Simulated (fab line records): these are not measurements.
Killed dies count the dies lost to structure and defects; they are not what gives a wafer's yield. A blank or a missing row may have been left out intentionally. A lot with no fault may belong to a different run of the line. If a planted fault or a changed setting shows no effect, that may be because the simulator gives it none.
Split-lot experiment || flow berkeley_cmos170 || on a route of 331 steps: 5 lots, 23 wafers read

THE SPLIT
At UCB170_V1_CVD_00 (deposits SiO2 from TEOS/O2, target thk 2000 nm, time 250 s), the setting time_s was moved away from the recipe's 250 s on 7 of the 23 wafers read, by -10.4% to +13.6%. All remaining wafers had this setting at the recipe value.

No step appears in the file between the split and the reading.

THE READING
At UCB170_V1_THK_MEAS_01: V1_TEOS_THK, given in nm. Typical for fault-free wafers on this fab line: 1998 nm, with standard deviation 27 nm.

{"wafer": "L074.1", "tool, chamber at the split": "pecvd-03, 2", "time_s as run, s": 231.6, "against the recipe": "-7.4%", "V1_TEOS_THK, nm": 1819, "against lot-mates on the recipe": -150}
{"wafer": "L074.2", "tool, chamber at the split": "pecvd-03, 1", "time_s as run, s": 250, "against the recipe": "recipe", "V1_TEOS_THK, nm": 1972, "against lot-mates on the recipe": "-"}
{"wafer": "L074.3", "tool, chamber at the split": "pecvd-03, 0", "time_s as run, s": 250, "against the recipe": "recipe", "V1_TEOS_THK, nm": 1967, "against lot-mates on the recipe": "-"}
{"wafer": "L074.5", "tool, chamber at the split": "pecvd-03, 0", "time_s as run, s": 231.6, "against the recipe": "-7.4%", "V1_TEOS_THK, nm": 1881, "against lot-mates on the recipe": -88}
{"wafer": "L074.6", "tool, chamber at the split": "pecvd-03, 2", "time_s as run, s": 231.6, "against the recipe": "-7.4%", "V1_TEOS_THK, nm": 1842, "against lot-mates on the recipe": -128}
{"wafer": "L077.1", "tool, chamber at the split": "pecvd-04, 0", "time_s as run, s": 250, "against the recipe": "recipe", "V1_TEOS_THK, nm": 1965, "against lot-mates on the recipe": "-"}
{"wafer": "L077.2", "tool, chamber at the split": "pecvd-04, 2", "time_s as run, s": 224.1, "against the recipe": "-10.4%", "V1_TEOS_THK, nm": 1728, "against lot-mates on the recipe": -263}
{"wafer": "L077.3", "tool, chamber at the split": "pecvd-04, 0", "time_s as run, s": 224.1, "against the recipe": "-10.4%", "V1_TEOS_THK, nm": 1816, "against lot-mates on the recipe": -175}
{"wafer": "L077.4", "tool, chamber at the split": "pecvd-04, 2", "time_s as run, s": 250, "against the recipe": "recipe", "V1_TEOS_THK, nm": 2003, "against lot-mates on the recipe": "-"}
{"wafer": "L077.5", "tool, chamber at the split": "pecvd-04, 0", "time_s as run, s": 250, "against the recipe": "recipe", "V1_TEOS_THK, nm": 2006, "against lot-mates on the recipe": "-"}
{"wafer": "L079.3", "tool, chamber at the split": "pecvd-02, 1", "time_s as run, s": 250, "against the recipe": "recipe", "V1_TEOS_THK, nm": 2016, "against lot-mates on the recipe": "-"}
{"wafer": "L079.4", "tool, chamber at the split": "pecvd-02, 2", "time_s as run, s": 250, "against the recipe": "recipe", "V1_TEOS_THK, nm": 2010, "against lot-mates on the recipe": "-"}
{"wafer": "L079.5", "tool, chamber at the split": "pecvd-02, 2", "time_s as run, s": 250, "against the recipe": "recipe", "V1_TEOS_THK, nm": 2022, "against lot-mates on the recipe": "-"}
{"wafer": "L081.1", "tool, chamber at the split": "pecvd-02, 2", "time_s as run, s": 250, "against the recipe": "recipe", "V1_TEOS_THK, nm": 1948, "against lot-mates on the recipe": "-"}
{"wafer": "L081.2", "tool, chamber at the split": "pecvd-02, 1", "time_s as run, s": 250, "against the recipe": "recipe", "V1_TEOS_THK, nm": 2025, "against lot-mates on the recipe": "-"}
{"wafer": "L081.3", "tool, chamber at the split": "pecvd-02, 0", "time_s as run, s": 250, "against the recipe": "recipe", "V1_TEOS_THK, nm": 1926, "against lot-mates on the recipe": "-"}
{"wafer": "L081.4", "tool, chamber at the split": "pecvd-02, 2", "time_s as run, s": 250, "against the recipe": "recipe", "V1_TEOS_THK, nm": 2018, "against lot-mates on the recipe": "-"}
{"wafer": "L081.5", "tool, chamber at the split": "pecvd-02, 0", "time_s as run, s": 250, "against the recipe": "recipe", "V1_TEOS_THK, nm": 1982, "against lot-mates on the recipe": "-"}
{"wafer": "L084.1", "tool, chamber at the split": "pecvd-02, 2", "time_s as run, s": 284, "against the recipe": "+13.6%", "V1_TEOS_THK, nm": 2284, "against lot-mates on the recipe": "+287"}
{"wafer": "L084.3", "tool, chamber at the split": "pecvd-02, 0", "time_s as run, s": 250, "against the recipe": "recipe", "V1_TEOS_THK, nm": 1966, "against lot-mates on the recipe": "-"}
{"wafer": "L084.4", "tool, chamber at the split": "pecvd-02, 0", "time_s as run, s": 250, "against the recipe": "recipe", "V1_TEOS_THK, nm": 2008, "against lot-mates on the recipe": "-"}
{"wafer": "L084.5", "tool, chamber at the split": "pecvd-02, 1", "time_s as run, s": 250, "against the recipe": "recipe", "V1_TEOS_THK, nm": 2017, "against lot-mates on the recipe": "-"}
{"wafer": "L084.6", "tool, chamber at the split": "pecvd-02, 2", "time_s as run, s": 284, "against the recipe": "+13.6%", "V1_TEOS_THK, nm": 2295, "against lot-mates on the recipe": "+298"}

FIT RESULTS
A straight line over all 23 wafers: V1_TEOS_THK changes by +21.2 nm for each +1% of time_s; r = +0.97; the points scatter about the line by 31 nm.
The same after taking each lot's own level away (the mean of its wafers on the recipe; 23 wafers): +20.4 nm for each +1%; r = +0.97; scatter 30 nm.
That fit puts the effect of the largest move of time_s on the reading at 2.8e+02 nm.
Across the lots, their own levels run from 1969.5 to 2016.0 nm, a range of 1.7 times the standard deviation given above.
Hence the lot-to-lot level has little effect on the slope; both slopes agree.
Check: with one of the wafers moved furthest among these (+13.6%) left out of the fit, the line predicts +280 nm for it against its lot-mates. It came out at +287 nm against them.

THE OTHER SPLITS THESE WAFERS WENT THROUGH
Other splits were also applied to these wafers ahead of the reading. Each is held against what the fit with the lots' levels taken away leaves over:
{"other split on the same wafers": "UCB170_PSD_IMPLANT_08 dose_cm2", "wafers away from the commonest value": 11, "r with V1_TEOS_THK (lot level and that fit taken away)": "+0.18"}
{"other split on the same wafers": "UCB170_NSD_IMPLANT_08 dose_cm2", "wafers away from the commonest value": 7, "r with V1_TEOS_THK (lot level and that fit taken away)": -0.16}
{"other split on the same wafers": "UCB170_NSD_STRIP_09 power_w", "wafers away from the commonest value": 10, "r with V1_TEOS_THK (lot level and that fit taken away)": -0.21}
{"other split on the same wafers": "UCB170_SILICIDE_SPUTTER_01 time_s", "wafers away from the commonest value": 8, "r with V1_TEOS_THK (lot level and that fit taken away)": -0.06}
{"other split on the same wafers": "UCB170_M1_COAT_04 spin_rpm", "wafers away from the commonest value": 4, "r with V1_TEOS_THK (lot level and that fit taken away)": "+0.44"}

THE WHOLE CHAIN: every reading that the file lists as answering this split, in the file's order
{"step": "UCB170_V1_CVD_00", "what it does": "deposits SiO2 from TEOS/O2, target thk 2000 nm, time 250 s", "reading": "SiO2_of_V1_CVD_00.thk_nm (the simulator's own value, which no gauge read)", "change (the file's fit)": "+20.6 nm for each +1% of the setting", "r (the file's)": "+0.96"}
{"step": "UCB170_V1_THK_MEAS_01", "what it does": "", "reading": "V1_TEOS_THK", "change (the file's fit)": "+20.7 for each +1% of the setting", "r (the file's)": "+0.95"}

FILE'S OWN FIT
V1_TEOS_THK changes by +20.7 nm for each +1% of time_s, r = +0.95.
